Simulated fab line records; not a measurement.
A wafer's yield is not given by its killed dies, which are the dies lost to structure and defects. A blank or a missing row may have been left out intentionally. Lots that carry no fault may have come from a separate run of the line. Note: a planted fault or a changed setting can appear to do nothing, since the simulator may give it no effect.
Check for tools in common ; flow berkeley cmos170 ; 42 wafers sampled across 14 lots

== REASON FOR OPENING ==
UCB170_NWELL_THK_MEAS_02, reading NWELL_OXIDE_THK: flagged on 2 of 14 lots. Wafers without a fault read 26.7 nm, standard deviation 0.5.
Rule: a lot gets a flag if all its wafers with a number sit over 4 standard deviations from that mean, or if no wafer of it has a number. As for the other lots, they are considered sound.

lot;measured;on;NWELL_OXIDE_THK (nm), wafer by wafer;flag
L584;day 2 07:44;film metro-01;26.6 26.8 26.8;
L585;day 2 07:45;film metro-04;26.6 27.1 26.8;
L586;day 2 15:48;film metro-01;26.2 26.4 26.2;
L588;day 2 22:40;film metro-01;26.4 25.9 25.9;
L590;day 3 14:56;film metro-01;26.7 26.7 26.8;
L591;day 3 18:52;film metro-01;26.9 27.2 26.8;
L595;day 4 18:50;film metro-04;27.5 27.4 27.4;
L596;day 4 18:50;film metro-01;27.3 27.8 27.5;
L597;day 5 04:48;film metro-01;26.3 26.4 26.5;
L600;day 5 16:41;film metro-04;26.6 26.9 26.7;
L603;day 6 01:32;film metro-03;27.2 26.8 27.3;
L604;day 6 12:12;film metro-04;66.4 66.5 66.2;FLAGGED
L605;day 6 12:13;film metro-03;65.5 66.0 65.8;FLAGGED
L606;day 6 18:37;film metro-04;26.0 26.1 25.8;
On average the flagged lots' numbers are 66.1 nm, which is +39.4 nm against the usual, or +79 standard deviations.

== EACH LOT AND THE TOOL IT RAN ON ==
The record keeps 1 process step preceding the reading, out of 331 steps on the route. In each cell: the tool, then ch and the chambers that the sampled wafers went through, then the start.
lot;flag;UCB170_NWELL_OXIDATION_01
L584;;furnace-02 ch 0, day 2 06:23
L585;;furnace-02 ch 0, day 2 06:23
L586;;furnace-04 ch 0, day 2 14:27
L588;;furnace-04 ch 0, day 2 21:14
L590;;furnace-04 ch 0, day 3 13:35
L591;;furnace-03 ch 0, day 3 17:31
L595;;furnace-03 ch 0, day 4 17:29
L596;;furnace-03 ch 0, day 4 17:29
L597;;furnace-04 ch 0, day 5 03:27
L600;;furnace-03 ch 0, day 5 15:16
L603;;furnace-02 ch 0, day 6 00:11
L604;FLAGGED;furnace-04 ch 0, day 6 10:50
L605;FLAGGED;furnace-04 ch 0, day 6 10:50
L606;;furnace-03 ch 0, day 6 17:16
What is done by these steps:
- UCB170_NWELL_OXIDATION_01: target thk 26.4 nm, ox time 1260 s.
- UCB170_NWELL_THK_MEAS_02

== FLAGGED OVER TOTAL, TOOL BY TOOL (the gauges that took the reading come last) ==
step;tool;lots run;flagged;share of the flagged lots;sound lots run after its first flagged lot
UCB170_NWELL_OXIDATION_01;furnace-02;3;0;none;-
UCB170_NWELL_OXIDATION_01;furnace-03;5;0;none;-
UCB170_NWELL_OXIDATION_01;furnace-04;6;2;all;0
UCB170_NWELL_THK_MEAS_02;film metro-01;7;0;none;-
UCB170_NWELL_THK_MEAS_02;film metro-03;2;1;some;0
UCB170_NWELL_THK_MEAS_02;film metro-04;5;1;some;1 (L606)

== THE TABLE: WHAT IT ALLOWS ==
1 row of the table ran every flagged lot: furnace-04 at UCB170_NWELL_OXIDATION_01.
- furnace-04 at UCB170_NWELL_OXIDATION_01 ran 6 lots, 2 of them flagged. Last sound lot L597 at day 5 03:27, first flagged lot L604 at day 6 10:50; a fault beginning in between fits. Its own readings lie more than 4 standard deviations out on every wafer of the flagged lots: spike tc centre C, spike tc load C, spike tc source C, tube center temp C, tube_center_temp_C_max, zone power source pct.
Left over: one tool, furnace-04 at UCB170_NWELL_OXIDATION_01.

== WHAT THE SIMULATOR HAD INSERTED ==
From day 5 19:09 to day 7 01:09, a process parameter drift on furnace-04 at UCB170_NWELL_OXIDATION_01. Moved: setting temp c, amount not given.
Struck lots among those shown: L604, L605. The same result came from the rule above.
